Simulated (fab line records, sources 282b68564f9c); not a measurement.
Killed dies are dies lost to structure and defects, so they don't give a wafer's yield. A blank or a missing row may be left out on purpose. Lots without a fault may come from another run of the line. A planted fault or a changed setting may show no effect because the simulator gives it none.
fab line records | flow rit_cmos
record lots=16 wafers=48 last_day=7
route steps=202 shown ACTIVE@1 NLDD@113 NSD@140 CONTACT@173 M1@202
lots that met no fault: from a run of the same line without faults
start_h: hours from the record's first day to the start of the lot's first wafer shown | wait_h: hours since the lot's step before | " the same as in the row above | L1.1+2: a row that stands for several wafers | - no value, or no start given | * or withheld: withheld | < > ~ a bound
route shown NAME@n: a module of which the file shows steps, and the number in the route of the first | usual: mean/standard deviation of fault-free wafers | same: alike in all rows | chamber/n: place in a boat | sites: the reading at each site | _std_site: their standard deviation | _edge_site: outer sites' mean less inner sites' | radius_mm: how far each site lies from the wafer's centre | mask NAME#n: copy n | behind: the tool/chamber that last shaped the wafer | hold: why the lot was held/for how many hours/how that ended | device: the transistor (n, p or np) that didn't switch | end of line: the same wafers' tests at the end of the route | a step without rows: its recipe alone | killed: dies lost to structure and defects at the first sort, not the wafer's yield | map: a wafer's dies, x killed, . not, _ none there
set.NAME: the setting as run; set.NAME@STEP: as run at that earlier step | model.NAME: the simulator's own value behind a step, which no gauge read
steps of the route over a sample of lots; a table a step, a row a wafer
services: from which hour (start_h, from the record's first day; less than 0 if before it) a tool's chamber was out of use, for how many hours, and why
## steps
# step RIT_ACTIVE_BOW_MEAS_00
# recipe mode=bow
# usual INCOMING_BOW=0/6.3
# columns lot.wafer tool chamber start_h wait_h INCOMING_BOW[um]
L667.1 film_metro-01 - 10.00 - -12
L667.3 " - " " 2
L667.5 " - " " -1
L668.1 film_metro-02 - 15.00 - -2
L668.2 " - " " 10
L668.4 " - " " 8
L669.3 film_metro-01 - 20.04 - 2
L669.5 " - " " 8
L669.6 " - " " 0
L671.1 film_metro-04 - 30.00 - -10
L671.2 " - " " -1
L671.3 " - " " 6
L672.3 film_metro-01 - 35.04 - -5
L672.4 " - " " 4
L672.5 " - " " 4
L674.1 film_metro-04 - 45.00 - -10
L674.3 " - " " -4
L674.6 " - " " 1
L675.2 film_metro-04 - 50.02 - 2
L675.4 " - " " -10
L675.5 " - " " 0
L676.1 film_metro-02 - 55.00 - 8
L676.3 " - " " -10
L676.6 " - " " 1
L677.4 film_metro-04 - 60.06 - 5
L677.5 " - " " -9
L677.6 " - " " 0
L679.1 film_metro-04 - 70.00 - 1
L679.2 " - " " 3
L679.6 " - " " 14
L680.2 film_metro-04 - 75.02 - 3
L680.4 " - " " -2
L680.5 " - " " 12
L681.1 film_metro-02 - 80.00 - 1
L681.2 " - " " -8
L681.3 " - " " -1
L684.2 film_metro-01 - 95.02 - 0
L684.3 " - " " -2
L684.4 " - " " 3
L685.2 film_metro-04 - 100.02 - -8
L685.4 " - " " 9
L685.6 " - " " 0
L686.1 film_metro-04 - 105.00 - 6
L686.2 " - " " -3
L686.4 " - " " -4
L690.2 film_metro-04 - 125.02 - -7
L690.4 " - " " 9
L690.5 " - " " 1
# step RIT_NLDD_TW_MEAS_10
# usual NLDD_TW=2466/37
# columns lot.wafer tool chamber start_h wait_h NLDD_TW
L667.1 film_metro-02 - 41.83 0.1 2450
L667.3 " - " " 2452
L667.5 " - " " 2462
L668.1 film_metro-02 - 46.21 0.1 2450
L668.2 " - " " 2462
L668.4 " - " " 2448
L669.3 film_metro-04 - 53.41 0.1 2499
L669.5 " - " " 2490
L669.6 " - " " 2500
L671.1 film_metro-01 - 63.96 0.1 2425
L671.2 " - " " 2421
L671.3 " - " " 2429
L672.3 film_metro-04 - 67.72 0.1 2504
L672.4 " - " " 2503
L672.5 " - " " 2501
L674.1 film_metro-01 - 77.16 0.1 2438
L674.3 " - " " 2444
L674.6 " - " " 2439
L675.2 film_metro-01 - 91.40 0.1 2439
L675.4 " - " " 2435
L675.5 " - " " 2432
L676.1 film_metro-04 - 94.46 0.1 2532
L676.3 " - " " 2523
L676.6 " - " " 2534
L677.4 film_metro-02 - 98.03 0.1 2461
L677.5 " - " " 2476
L677.6 " - " " 2468
L679.1 film_metro-02 - 111.16 0.1 2465
L679.2 " - " " 2465
L679.6 " - " " 2471
L680.2 film_metro-04 - 113.75 0.1 2501
L680.4 " - " " 2502
L680.5 " - " " 2489
L681.1 film_metro-02 - 118.00 0.1 2469
L681.2 " - " " 2466
L681.3 " - " " 2459
L684.2 film_metro-02 - 128.47 0.1 2480
L684.3 " - " " 2482
L684.4 " - " " 2470
L685.2 film_metro-01 - 133.08 0.1 2398
L685.4 " - " " 2428
L685.6 " - " " 2419
L686.1 film_metro-04 - 136.84 0.1 2503
L686.2 " - " " 2507
L686.4 " - " " 2517
L690.2 film_metro-01 - 160.70 0.1 2430
L690.4 " - " " 2423
L690.5 " - " " 2428
# step RIT_NSD_STRIP_09
# recipe chemistry=O2 time_s=180 resist=NOVOLAK platen_temp_c=withheld power_w=500 pressure_mtorr=4000 o2_flow_sccm=4000
# usual drypump_motor_current_A=5.42/0.23
# columns lot.wafer tool chamber start_h wait_h drypump_motor_current_A rf_hours_counter_h
L667.1 plasma_asher-01 1 47.13 0.1 5.25 40
L667.3 " 0 " " 5.30 -
L667.5 " 0 " " 5.33 -
L668.1 plasma_asher-02 0 51.62 0.1 5.36 26
L668.2 " 1 " " 5.41 26
L668.4 " 1 " " 5.38 -
L669.3 plasma_asher-02 0 58.61 0.1 5.35 -
L669.5 " 0 " " 5.30 -
L669.6 " 1 " " 5.39 -
L671.1 plasma_asher-04 1 69.58 0.1 5.23 42
L671.2 " 0 " " 5.92 42
L671.3 " 0 " " 5.95 -
L672.3 plasma_asher-01 0 74.18 0.1 5.34 -
L672.4 " 1 " " 5.25 -
L672.5 " 0 " " 5.34 -
L674.1 plasma_asher-01 1 82.61 0.1 5.27 43
L674.3 " 1 " " 5.25 -
L674.6 " 0 " " 5.32 -
L675.2 plasma_asher-04 0 97.21 0.1 5.93 44
L675.4 " 0 " " 5.92 -
L675.5 " 1 " " 5.17 -
L676.1 plasma_asher-04 1 99.82 0.1 5.23 45
L676.3 " 0 " " 5.93 -
L676.6 " 1 " " 5.20 -
L677.4 plasma_asher-04 1 103.55 0.1 5.19 -
L677.5 " 0 " " 5.92 -
L677.6 " 1 " " 5.23 -
L679.1 plasma_asher-02 0 116.84 0.2 5.38 33
L679.2 " 1 " " 5.38 33
L679.6 " 1 " " 5.40 -
L680.2 plasma_asher-04 0 122.01 0.1 5.99 47
L680.4 " 1 " " 5.23 -
L680.5 " 0 " " 5.95 -
L681.1 plasma_asher-04 0 123.44 0.1 5.93 48
L681.2 " 1 " " 5.17 48
L681.3 " 0 " " 5.93 -
L684.2 plasma_asher-02 0 133.85 0.1 5.39 36
L684.3 " 1 " " 5.37 -
L684.4 " 0 " " 5.39 -
L685.2 plasma_asher-02 0 138.50 0.1 5.37 36
L685.4 " 0 " " 5.34 -
L685.6 " 1 " " 5.44 -
L686.1 plasma_asher-02 0 142.54 0.1 5.35 37
L686.2 " 1 " " 5.42 37
L686.4 " 1 " " 5.41 -
L690.2 plasma_asher-01 0 166.01 0.1 5.32 5
L690.4 " 0 " " 5.35 -
L690.5 " 0 " " 5.30 -
# step RIT_CONTACT_EXPOSE_05
# recipe mask_id=M11 na=0.6 source_shape=conventional sigma_outer=0.5 target_cd_nm=1000 dose_mj=250
# usual exposure_dose_mJ_cm2=249.97/0.27
# same na=0.6
# columns lot.wafer tool chamber start_h wait_h mask exposure_dose_mJ_cm2
L667.1 iline_stepper-01 0 50.95 0.2 M11#0 249.90
L667.3 " 0 " " M11#0 250.24
L667.5 " 0 " " M11#0 250.41
L668.1 iline_stepper-01 0 55.43 0.1 M11#0 250.52
L668.2 " 0 " " M11#0 250.05
L668.4 " 0 " " M11#0 250.21
L669.3 iline_stepper-01 0 62.24 0.1 M11#0 249.88
L669.5 " 0 " " M11#0 249.63
L669.6 " 0 " " M11#0 249.89
L671.1 iline_stepper-01 0 73.50 0.2 M11#0 249.60
L671.2 " 0 " " M11#0 249.55
L671.3 " 0 " " M11#0 249.95
L672.3 iline_stepper-02 0 78.20 0.2 M11#0 249.81
L672.4 " 0 " " M11#0 249.87
L672.5 " 0 " " M11#0 249.90
L674.1 iline_stepper-01 0 86.39 0.2 M11#0 250.11
L674.3 " 0 " " M11#0 250.19
L674.6 " 0 " " M11#0 250.02
L675.2 iline_stepper-01 0 101.04 0.1 M11#0 250.24
L675.4 " 0 " " M11#0 250.30
L675.5 " 0 " " M11#0 250.59
L676.1 iline_stepper-01 0 103.46 0.1 M11#0 264.98
L676.3 " 0 " " M11#0 264.40
L676.6 " 0 " " M11#0 264.64
L677.4 iline_stepper-02 0 107.32 0.2 M11#0 250.15
L677.5 " 0 " " M11#0 249.75
L677.6 " 0 " " M11#0 249.86
L679.1 iline_stepper-01 0 120.73 0.2 M11#0 261.88
L679.2 " 0 " " M11#0 261.54
L679.6 " 0 " " M11#0 261.59
L680.2 iline_stepper-01 0 125.99 0.1 M11#0 259.56
L680.4 " 0 " " M11#0 259.11
L680.5 " 0 " " M11#0 259.00
L681.1 iline_stepper-01 0 127.24 0.1 M11#0 257.29
L681.2 " 0 " " M11#0 257.41
L681.3 " 0 " " M11#0 257.65
L684.2 iline_stepper-02 0 137.64 0.1 M11#0 250.02
L684.3 " 0 " " M11#0 250.09
L684.4 " 0 " " M11#0 249.48
L685.2 iline_stepper-02 0 142.28 0.1 M11#0 249.54
L685.4 " 0 " " M11#0 249.69
L685.6 " 0 " " M11#0 249.72
L686.1 iline_stepper-02 0 146.26 0.1 M11#0 250.23
L686.2 " 0 " " M11#0 250.30
L686.4 " 0 " " M11#0 249.89
L690.2 iline_stepper-02 0 170.17 0.2 M11#0 249.88
L690.4 " 0 " " M11#0 249.68
L690.5 " 0 " " M11#0 249.71
# step RIT_CONTACT_CD_MEAS_08
# recipe target_cd_nm=1000
# usual cd_nm=999.5/2
# columns lot.wafer tool chamber start_h wait_h cd_nm
L667.1 cd_sem-01 - 51.47 - 998.7
L667.3 " - " " 998.6
L667.5 " - " " 998.4
L668.1 cd_sem-02 - 55.94 - 997.8
L668.2 " - " " 997.9
L668.4 " - " " 999.0
L669.3 cd_sem-01 - 62.76 - 1002.4
L669.5 " - " " 1002.0
L669.6 " - " " 1002.9
L671.1 cd_sem-01 - 74.02 - 998.1
L671.2 " - " " 997.9
L671.3 " - " " 998.6
L672.3 cd_sem-02 - 78.86 - 998.1
L672.4 " - " " 1000.4
L672.5 " - " " 999.4
L674.1 cd_sem-02 - 86.91 - 1000.6
L674.3 " - " " 999.9
L674.6 " - " " 1001.2
L675.2 cd_sem-02 - 101.56 - 998.2
L675.4 " - " " 999.6
L675.5 " - " " 998.7
L676.1 cd_sem-02 - 103.98 - 1016.4
L676.3 " - " " 1016.9
L676.6 " - " " 1015.9
L677.4 cd_sem-02 - 107.84 - 1002.7
L677.5 " - " " 1002.0
L677.6 " - " " 1001.6
L679.1 cd_sem-02 - 121.50 - 1009.5
L679.2 " - " " 1006.8
L679.6 " - " " 1008.7
L680.2 cd_sem-02 - 126.51 - 1008.4
L680.4 " - " " 1009.9
L680.5 " - " " 1008.1
L681.1 cd_sem-02 - 127.76 - 1009.3
L681.2 " - " " 1008.8
L681.3 " - " " 1007.6
L684.2 cd_sem-01 - 138.15 - 998.3
L684.3 " - " " 997.9
L684.4 " - " " 1000.7
L685.2 cd_sem-02 - 142.80 - 998.2
L685.4 " - " " 997.7
L685.6 " - " " 1000.1
L686.1 cd_sem-02 - 146.78 - 998.3
L686.2 " - " " 998.2
L686.4 " - " " 1001.1
L690.2 cd_sem-02 - 170.69 - 999.9
L690.4 " - " " 1002.1
L690.5 " - " " 1000.7
# step RIT_M1_PROBE_99
# usual killed_at_M0_to_M3=0.0/0.12 killed_at_contacts=0.1/0.31 killed_at_front_end=6.8/2.7 killed_dies=6.9/2.7 killed_open=3.3/1.8 killed_short=3.5/1.8
# same gross_dies=264 killed_at_M4_up=0 killed_at_back_side=0 killed_at_other=0
# columns lot.wafer tool chamber start_h wait_h killed_at_M0_to_M3 killed_at_contacts killed_at_front_end killed_dies killed_open killed_short
L676.1 prober-01 - 109.76 0.1 0 0 3 3 2 1
L676.3 prober-01 - 109.86 0.2 0 0 9 9 5 4
L676.6 prober-01 - 110.01 0.2 0 0 13 13 4 9
L677.4 prober-02 - 113.71 0.2 0 0 10 10 4 6
L677.5 prober-02 - 113.76 0.2 0 0 6 6 2 4
L677.6 prober-02 - 113.81 0.2 0 0 8 8 5 3
L679.1 prober-02 - 126.98 0.1 0 0 6 6 2 4
L679.2 prober-02 - 127.03 0.1 0 0 9 9 2 7
L679.6 prober-02 - 127.23 0.2 0 0 3 3 0 3
L681.1 prober-02 - 134.44 0.1 0 0 4 4 2 2
L681.2 prober-02 - 134.49 0.1 0 0 6 6 3 2
L681.3 prober-02 - 134.54 0.2 0 0 10 10 7 3
L685.2 prober-02 - 148.29 0.1 0 0 5 5 4 1
L685.4 prober-02 - 148.39 0.2 0 0 12 12 5 7
L685.6 prober-02 - 148.49 0.2 0 0 11 11 4 7
# killed by level:class
L676.1 FOX2:geometric_particle:open=2 REOX:geometric_particle:short=1
L676.3 SPACER:geometric_particle:open=3 GATE:geometric_particle:short=2 FOX1:geometric_particle:open=1 FOX1:geometric_particle:short=1 GATE:geometric_particle:open=1 SILICIDE:geometric_particle:short=1
L676.6 FOX1:geometric_particle:short=3 FOX1:geometric_particle:open=2 SILICIDE:geometric_particle:short=2 FOX2:geometric_particle:short=1 GATE:geometric_particle:open=1 GATE:geometric_particle:short=1 REOX:geometric_particle:short=1 SPACER:geometric_particle:short=1
L677.4 REOX:geometric_particle:open=3 GATE:geometric_particle:short=2 SILICIDE:geometric_particle:short=2 FOX2:geometric_particle:open=1 REOX:geometric_particle:short=1 SPACER:geometric_particle:short=1
L677.5 FOX1:geometric_particle:short=2 FOX2:geometric_particle:short=1 REOX:geometric_particle:open=1 SPACER:geometric_particle:short=1 SILICIDE:geometric_particle:open=1
L677.6 GATE:geometric_particle:open=5 REOX:geometric_particle:short=2 GATE:geometric_particle:short=1
L679.1 GATE:geometric_particle:short=4 FOX1:geometric_particle:open=1 GATE:geometric_particle:open=1
L679.2 GATE:geometric_particle:short=5 GATE:geometric_particle:open=2 REOX:geometric_particle:short=2
L679.6 GATE:geometric_particle:short=1 SPACER:geometric_particle:short=1 SILICIDE:geometric_particle:short=1
L681.1 GATE:geometric_particle:short=2 GATE:geometric_particle:open=1 SILICIDE:geometric_particle:open=1
L681.2 SPACER:geometric_particle:short=2 GATE:geometric_particle:open=1 SPACER:geometric_particle:open=1 SILICIDE:geometric_particle:open=1 PLDD:coat_microbubble_printed=1
L681.3 FOX1:geometric_particle:open=2 GATE:geometric_particle:open=2 SPACER:geometric_particle:open=2 FOX2:geometric_particle:open=1 GATE:geometric_particle:short=1 SPACER:geometric_particle:short=1 SILICIDE:geometric_particle:short=1
L685.2 GATE:geometric_particle:open=2 FOX1:geometric_particle:open=1 GATE:geometric_particle:short=1 REOX:geometric_particle:open=1
L685.4 GATE:geometric_particle:short=3 FOX2:geometric_particle:short=2 FOX1:geometric_particle:open=1 FOX1:geometric_particle:short=1 GATE:geometric_particle:open=1 REOX:geometric_particle:open=1 REOX:geometric_particle:short=1 SPACER:geometric_particle:open=1
L685.6 GATE:geometric_particle:short=4 FOX1:geometric_particle:short=3 GATE:geometric_particle:open=2 FOX1:geometric_particle:open=1 REOX:geometric_particle:open=1
## services
# columns tool chamber start_h hours kind
iline_stepper-02 - 24.75 5.1 repair
plasma_asher-02 - 26.34 0.9 repair
plasma_asher-01 - 31.89 11.1 repair
iline_stepper-01 0 95.57 - calibration
plasma_asher-01 - 108.75 9.0 pm
plasma_asher-01 0 108.75 9.0 vent_cycle
plasma_asher-01 1 108.75 9.0 vent_cycle
plasma_asher-04 - 116.28 1.5 repair
plasma_asher-01 0 117.75 - clean
plasma_asher-01 1 117.75 - clean
iline_stepper-02 - 154.66 7.4 repair
iline_stepper-02 0 157.79 - calibration
plasma_asher-04 - 166.07 2.9 repair
## key
first_sign step=RIT_CONTACT_EXPOSE_05 reading=exposure_dose_mJ_cm2 direction=up sigmas=40 usual=249.97 struck=260.75
effect step=RIT_CONTACT_CD_MEAS_08 reading=cd_nm direction=up sigmas=5.4 usual=999.5 struck=1010.5 through=control_loop
met_at RIT_CONTACT_EXPOSE_05
struck_lots L676,L679,L680,L681
tester_left_out L676,L679,L680,L681
loop_trim step=RIT_CONTACT_EXPOSE_05 setting=dose lots=L679,L680,L681
not_acting_at RIT_ACTIVE_BOW_MEAS_00,RIT_NLDD_TW_MEAS_10,RIT_NSD_STRIP_09
onset_between 101.04 103.46
fault kind=process_parameter_drift tool=iline_stepper-01 chamber=- onset_h=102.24 steps=RIT_CONTACT_EXPOSE_05 channel=dose_mj offset=14.714 shape=step acts_in=these_recipes_only stated=250
# tester_left_out: of these lots the tester's yield and bins aren't shown, on N5 and GAA mostly nor the transistor test; their killed dies are dies lost to structure and defects alone, not to doping, threshold or leakage, so they don't give the yield
# loop_trim: a control loop set the setting to another value than it would have without faults
